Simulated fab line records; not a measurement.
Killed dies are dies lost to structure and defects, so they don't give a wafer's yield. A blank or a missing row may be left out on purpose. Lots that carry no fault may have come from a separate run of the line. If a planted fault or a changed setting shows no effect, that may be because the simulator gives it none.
2 desks, one fault	flow rit_cmos	each desk has only its own numbers; what lay behind them comes last

THE METROLOGY DESK
What the gauges read, lot by lot, whatever tool the lot ran on: means of the sampled wafers that have a number. Marked OUT: a lot whose mean sits more than 4 standard deviations from the usual mean, which makes it out of limits; the brackets give that distance.
Columns: A = ACTIVE_NITRIDE_THK at RIT_ACTIVE_THK_MEAS_04, usual 149.8 nm
lot	first seen here	A
L624	day 1 13:33	149.8
L625	day 1 19:14	148.8
L626	day 1 23:32	149.2
L627	day 2 04:32	150.4
L628	day 2 09:32	152.0
L629	day 2 15:06	148.5
L630	day 2 19:32	148.9
L631	day 3 01:07	151.1
L634	day 3 15:32	150.2
L641	day 5 02:33	149.9
L643	day 5 12:32	151.1
L644	day 5 17:32	150.3
L647	day 6 08:32	150.0
This desk found nothing out of limits on any of the 13 lots.

THE TOOL OWNER'S DESK: plasma_asher-04
The tool's own readings at RIT_NLDD_STRIP_09 (strips in O2, time 180 s): means of the sampled wafers that have a number, for each lot that ran on this tool. Marked OUT: a lot whose mean sits more than 4 standard deviations from the usual mean, which makes it out of limits; the brackets give that distance.
Columns: A = drypump_motor_current_A at RIT_NLDD_STRIP_09, usual 5.7 A
lot	first seen here	A
L627	day 3 08:54	5.7
L629	day 3 19:15	5.9
L631	day 4 05:42	5.7
L641	day 6 07:38	5.7
This desk found nothing out of limits on any of the 4 lots.

PUT TOGETHER
From the metrology desk's view, nothing was out of limits.
Nothing out of limits was seen by the tool owner's desk.

WHAT WAS PUT IN BY THE SIMULATOR
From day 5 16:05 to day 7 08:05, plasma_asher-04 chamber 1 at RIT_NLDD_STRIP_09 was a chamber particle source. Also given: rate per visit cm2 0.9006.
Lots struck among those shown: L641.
